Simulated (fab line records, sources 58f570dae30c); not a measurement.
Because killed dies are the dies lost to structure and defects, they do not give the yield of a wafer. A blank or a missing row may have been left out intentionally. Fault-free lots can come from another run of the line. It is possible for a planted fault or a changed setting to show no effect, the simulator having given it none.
Matching of chambers	flow berkeleyCmos170	UCB170_V1_CMP_02 on cmp-02: 4 sister chambers
The step polishes SiO2. 8 wafers are shown with their chamber, then 8 later ones without.

WAFERS PAIRED WITH THEIR CHAMBERS
wafer	chamber	motorCurrentA (A)	edgeZonePressureFrac
L785.1	3	14.7	0.997
L794.5	3	14.8	0.996
L797.2	0	15.7	1.002
L795.6	1	15.4	1.005
L798.1	1	17.1	1.008
L798.2	0	15.6	0.999
L798.4	2	16.0	1.004
L800.4	2	15.7	1.005

WAFERS WITH NO CHAMBER GIVEN
wafer	motorCurrentA (A)	edgeZonePressureFrac
L800.5	15.6	1.004
L800.6	15.6	1.003
L802.3	17.0	0.987
L802.4	14.4	1.003
L802.5	16.7	0.994
L799.2	15.4	1.003
L799.3	15.6	1.000
L799.5	14.8	0.998

WHICH CHAMBER EACH WENT THROUGH
wafer	from the rows above	in truth
L800.5	can't be placed: 2 or 1 or 0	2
L800.6	can't be placed: 2 or 0 or 1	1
L802.3	can't be placed: 3 or 0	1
L802.4	can't be placed: 2 or 0 or 1 or 3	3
L802.5	can't be placed: 3 or 0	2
L799.2	can't be placed: 2 or 0 or 1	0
L799.3	0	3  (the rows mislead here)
L799.5	can't be placed: 3 or 0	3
Correct placement for 0 of the 8. From these rows, 7 cannot be placed; in 5 the true chamber is one of the candidates. 1 placed wrongly.
How it was worked out, from the rows above alone: a wafer's distance from a chamber is the root of the sum, over the readings, of the square of ((its reading less the chamber's mean) divided by the reading's scatter). The wafer belongs to the nearest chamber; if the next one is less than 2 further off, it can't be placed. For every chamber, the mean is computed from those of its wafers that are shown. The scatter: take each reading less its chamber's mean, square it, sum over the shown wafers, divide by the number of wafers less the number of chambers, and take the root.
